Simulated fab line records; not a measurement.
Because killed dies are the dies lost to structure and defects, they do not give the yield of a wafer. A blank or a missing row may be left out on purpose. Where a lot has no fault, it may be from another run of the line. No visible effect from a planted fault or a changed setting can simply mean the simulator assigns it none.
Struck lot and sound lot, side by side -- flow berkeley-cmos170 -- 17 out of 331 route steps
Sound: the wafers L841.2, L841.5, L841.6. Struck: wafers L849.1, L849.2, L849.5. The cause is given at the end.
At each step with rows: each side's tool, then ch and its chambers, then its first start. Under that, the readings that differ: sound wafers -- struck wafers -- difference of the means -- sigmas: that difference in standard deviations of wafers without a fault.
alike: readings whose means differ by less than 2 such deviations, and words and numbers that are the same on both sides. not compared: withheld readings, readings that some wafer has no value for, bounds like >300 that may hide the same value, and numbers for which the record gives no deviation and whose values overlap.
Wherever a step has rows on one side only, a row that says differs or no value, or a row with sigmas, the two part there. Numbers that don't overlap but have no deviation are shown without sigmas and don't part them. Lack of a reading on every wafer of one side parts them only where that side has two or more wafers.

first, 2 steps without rows for these wafers: UCB170_PSD_PEB_04; UCB170_PSD_DEVELOP_05 (develop time 45 s).
UCB170_PSD_CD_MEAS_06: target cd 1200 nm.
  sound on cd-sem-01, day 8 04:11; struck on cd-sem-01, day 9 18:27
reading,sound,struck,difference,sigmas
cd-nm (nm),1198.1 1198.4 1197.6,1202.2 1201.3 1201.8,+3.7,+2
UCB170_PSD_OVL_MEAS_07:
  sound on overlay-01, day 8 04:17; struck on overlay-01, day 9 18:34
  alike: PSD_OVL
following that, these wafers have no rows for 1 step: UCB170_PSD_IMPLANT_08.
UCB170_PSD_STRIP_09: strips in O2.
  sound on plasma-asher-03 ch 0,1, day 8 04:28; struck on plasma-asher-01 ch 0,1, day 9 18:46
  alike: drypump-motor-current-A, oes-product-au, strip-time-to-endpoint-s
  not compared: rf-hours-counter-h
UCB170_PSD_TW_MEAS_10:
  sound on film-metro-02, day 8 04:35; struck on film-metro-01, day 9 18:52
  alike: PSD_TW
then, 5 steps without rows for these wafers: UCB170_PSD_CLEAN_11 (cleans in SPM, time 600 s); UCB170_NSD_HMDS_00 (prime time 60 s); UCB170_NSD_COAT_01 (resist thk 900 nm); UCB170_NSD_SOFTBAKE_02 (time 60 s); UCB170_NSD_EXPOSE_03 (exposes mask NSELECT MOD, target cd 1200 nm).
UCB170_NSD_PEB_04:
  sound on litho-track-03 ch 0, day 8 07:00; struck on litho-track-04 ch 0, day 9 19:56
reading,sound,struck,difference,sigmas
heater-power-total-W (W),56.80 56.82 56.78,55.37 55.36 55.42,-1.42,-35
plate-temp-C (C),130.12 130.08 130.18,127.28 127.25 127.25,-2.87,-22
  alike: exhaust-pa
then, 1 step without rows for these wafers: UCB170_NSD_DEVELOP_05 (develop time 45 s).
UCB170_NSD_CD_MEAS_06: target cd 1200 nm.
  sound on cd-sem-02, day 8 07:52; struck on cd-sem-01, day 9 20:12
reading,sound,struck,difference,sigmas
cd-nm (nm),1201.0 1199.3 1199.8,1182.6 1182.0 1181.9,-17.9,-16
UCB170_NSD_OVL_MEAS_07:
  sound on overlay-02, day 8 07:58; struck on overlay-02, day 9 20:19
  alike: NSD_OVL
UCB170_M3_PROBE_99:
  the record holds rows for the sound wafers here (prober-01, day 9 13:11) but none for the struck ones

== WHERE THEY PART ==
Last at UCB170_M3_PROBE_99 as far as this record goes, first at UCB170_PSD_CD_MEAS_06.

WHY: the cause the simulator had injected
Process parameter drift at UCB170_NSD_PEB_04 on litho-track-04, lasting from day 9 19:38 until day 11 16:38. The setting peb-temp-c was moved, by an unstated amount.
